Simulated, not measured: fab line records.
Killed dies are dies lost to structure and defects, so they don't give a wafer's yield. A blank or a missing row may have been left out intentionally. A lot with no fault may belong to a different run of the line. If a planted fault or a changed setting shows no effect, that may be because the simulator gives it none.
Comparing a struck lot with a sound one | flow berkeley cmos170 | 43 out of 331 route steps
Sound: these wafers, L522.2, L522.4, L522.6. Struck: wafer L526.6. (L526.2, L526.4 of the same lot were not struck and are left out.) The cause comes at the end.
Order at every step that has rows: each side's tool, ch and its chambers, its first start. Under that, the readings that differ: sound wafers | struck wafers | difference of the means | sigmas: that difference in standard deviations of wafers without a fault.
alike: words and numbers the same on both sides, and readings whose means are apart by under 2 such deviations; not compared: readings that were withheld, readings missing a value for some wafer, numbers with overlapping values and no deviation given by the record, and bounds like >300 which may hide the same value.
Wherever a step has rows on one side only, a row that says differs or no value, or a row with sigmas, the two part there. Non-overlapping numbers with no deviation appear without sigmas and do not part them. A reading that every wafer of one side lacks parts them only if that side has two wafers or more.

first, 5 steps without rows for these wafers: UCB170_CONTACT_COAT_10 (resist thk 900 nm); UCB170_CONTACT_SOFTBAKE_11 (time 60 s); UCB170_CONTACT_EXPOSE_12 (exposes mask CONT, target cd 700 nm); UCB170_CONTACT_PEB_13; UCB170_CONTACT_DEVELOP_14 (develop time 45 s).
UCB170_CONTACT_CD_MEAS_15: target cd 700 nm.
  struck on cd sem-02, day 8 16:05; sound on cd sem-02, day 7 12:05
  alike: cd nm
UCB170_CONTACT_OVL_MEAS_16:
  struck on overlay-02, day 8 16:11; sound on overlay-01, day 7 12:13
  alike: CONTACT_OVL
then, 1 step without rows for these wafers: UCB170_CONTACT_ETCH_17 (etches BARC in N2/H2).
UCB170_CONTACT_ETCH_18: etches PSG in CHF3/CF4/Ar, stops on TiSi2, target depth 840 nm, time 195 s.
  sound: rie diel-01 ch 0,1,3; struck: rie diel-04 ch 2
  alike: drypump motor current A, oes product au, throttle valve pct
  not compared: rf hours counter h
UCB170_CONTACT_STRIP_19: strips in O2.
  sound on plasma asher-01 ch 0, day 7 12:25; struck on plasma asher-03 ch 0, day 8 16:23
  reading                     | sound       | struck | difference | sigmas
  drypump motor current A (A) | 4.9 4.9 5.0 | 6.3    | +1.4       | +2
  alike: oes product au
  not compared: rf hours counter h
UCB170_CONTACT_CD_MEAS_90: target cd 700 nm.
  struck on cd sem-02, day 8 16:31; sound on cd sem-01, day 7 12:32
  alike: cd nm
then, 1 step without rows for these wafers: UCB170_CONTACT_CLEAN_20 (cleans in SPM, time 600 s).
UCB170_M1_SPUTTER_00: material Al, target thk 600 nm, time 80 s.
  struck on pvd sputter-01, day 8 16:48; sound on pvd sputter-02, day 7 12:59
  reading                               | sound           | struck | difference | sigmas
  model.Al_of_M1_SPUTTER_00.thk nm (nm) | 600 600.7 601.6 | 762.3  | +161.5     |
  alike: throttle valve pct
UCB170_M1_RS_MEAS_01: the measuring method here is four-point-probe.
  struck on film metro-04, day 8 16:53; sound on film metro-04, day 7 13:04
  reading           | sound                | struck | difference | sigmas
  M1_AL_RS (ohm/sq) | 0.0484 0.0485 0.0484 | 0.0382 | -0.0102    | -24
UCB170_M1_THK_MEAS_02: measures by xrf.
  struck on film metro-04, day 8 16:59; sound on film metro-04, day 7 13:10
  reading        | sound       | struck | difference | sigmas
  M1_AL_THK (nm) | 605 609 612 | 775    | +166       | +31
then, 6 steps without rows for these wafers: UCB170_M1_COAT_03; UCB170_M1_COAT_04 (resist thk 900 nm); UCB170_M1_SOFTBAKE_05 (time 60 s); UCB170_M1_EXPOSE_06 (exposes mask METAL1, target cd 700 nm); UCB170_M1_PEB_07; UCB170_M1_DEVELOP_08 (develop time 45 s).
UCB170_M1_CD_MEAS_09: target cd 700 nm.
  struck on cd sem-02, day 8 17:55; sound on cd sem-02, day 7 14:13
  alike: cd nm
UCB170_M1_OVL_MEAS_10:
  struck on overlay-01, day 8 18:01; sound on overlay-01, day 7 14:19
  alike: M1_OVL
UCB170_M1_ETCH_11: etches BARC in N2/H2.
  sound on rie diel-01 ch 1,3, day 7 14:20; struck on rie diel-01 ch 3, day 8 18:02
  alike: drypump motor current A, oes product au, throttle valve pct
UCB170_M1_METAL_ETCH_12: etches Al in Cl2/BCl3, stops on PSG, target depth 780 nm, time 130 s.
  sound on rie metal-03 ch 0,1, day 7 14:23; struck on rie metal-04 ch 1, day 8 18:05
  reading               | sound             | struck | difference | sigmas
  oes product au (a.u.) | 0.853 0.857 0.849 | 1.003  | +0.150     | +12
  alike: drypump motor current A, throttle valve pct
  not compared: rf hours counter h
UCB170_M1_STRIP_13: strips in O2.
  sound on plasma asher-02 ch 0,1, day 7 14:31; struck on plasma asher-03 ch 0, day 8 18:13
  alike: drypump motor current A, oes product au
  not compared: rf hours counter h
UCB170_M1_CD_MEAS_90: target cd 700 nm.
  struck on cd sem-01, day 8 18:20; sound on cd sem-01, day 7 14:38
  alike: cd nm
then, 1 step without rows for these wafers: UCB170_M1_ANNEAL_14 (time 1200 s).
UCB170_V1_CVD_00: deposits SiO2 from TEOS/O2, target thk 2000 nm, time 250 s.
  sound on pecvd-03 ch 0,1, day 7 20:19; struck on pecvd-01 ch 0, day 8 20:25
  alike: heater power w
UCB170_V1_THK_MEAS_01:
  struck on film metro-02, day 8 20:34; sound on film metro-03, day 7 20:28
  alike: V1_TEOS_THK
then, 1 step without rows for these wafers: UCB170_V1_CMP_02 (polishes SiO2).
UCB170_V1_BOW_MEAS_03:
  struck on film metro-02, day 8 20:56; sound on film metro-04, day 7 21:08
  alike: V1_BOW
UCB170_V1_THK_MEAS_04:
  struck on film metro-02, day 8 21:03; sound on film metro-04, day 7 21:15
  alike: V1_POLISHED_THK
then, 7 steps without rows for these wafers: UCB170_V1_CLEAN_05 (cleans in DIW); UCB170_V1_HMDS_06 (prime time 60 s); UCB170_V1_COAT_07 (resist thk 900 nm); UCB170_V1_SOFTBAKE_08 (time 60 s); UCB170_V1_EXPOSE_09 (exposes mask VIA1, target cd 700 nm); UCB170_V1_PEB_10; UCB170_V1_DEVELOP_11 (develop time 45 s).
UCB170_V1_CD_MEAS_12: target cd 700 nm.
  struck on cd sem-02, day 8 22:29; sound on cd sem-01, day 7 23:04
  alike: cd nm
UCB170_V1_OVL_MEAS_13:
  struck on overlay-01, day 8 22:35; sound on overlay-01, day 7 23:11
  alike: V1_OVL
UCB170_V1_ETCH_14: etches SiO2 in CHF3/CF4/Ar, stops on Al, target depth 1250 nm, time 291 s.
  sound on rie diel-02 ch 0,1,3, day 7 23:13; struck on rie diel-01 ch 2, day 8 22:37
  reading                               | sound           | struck | difference | sigmas
  model.Al_of_M1_SPUTTER_00.thk nm (nm) | 600 600.7 601.6 | 762.2  | +161.4     |
  alike: drypump motor current A, oes product au, throttle valve pct
  not compared: rf hours counter h

WHERE THEY PART
First at UCB170_CONTACT_STRIP_19; last, within this record, at UCB170_M1_METAL_ETCH_12. Later steps at which nothing parts them and some readings are alike: UCB170_M1_STRIP_13, UCB170_M1_CD_MEAS_90, UCB170_V1_CVD_00, UCB170_V1_THK_MEAS_01, UCB170_V1_BOW_MEAS_03, UCB170_V1_THK_MEAS_04, UCB170_V1_CD_MEAS_12, UCB170_V1_OVL_MEAS_13, UCB170_V1_ETCH_14.

WHY: what had been put in by the simulator
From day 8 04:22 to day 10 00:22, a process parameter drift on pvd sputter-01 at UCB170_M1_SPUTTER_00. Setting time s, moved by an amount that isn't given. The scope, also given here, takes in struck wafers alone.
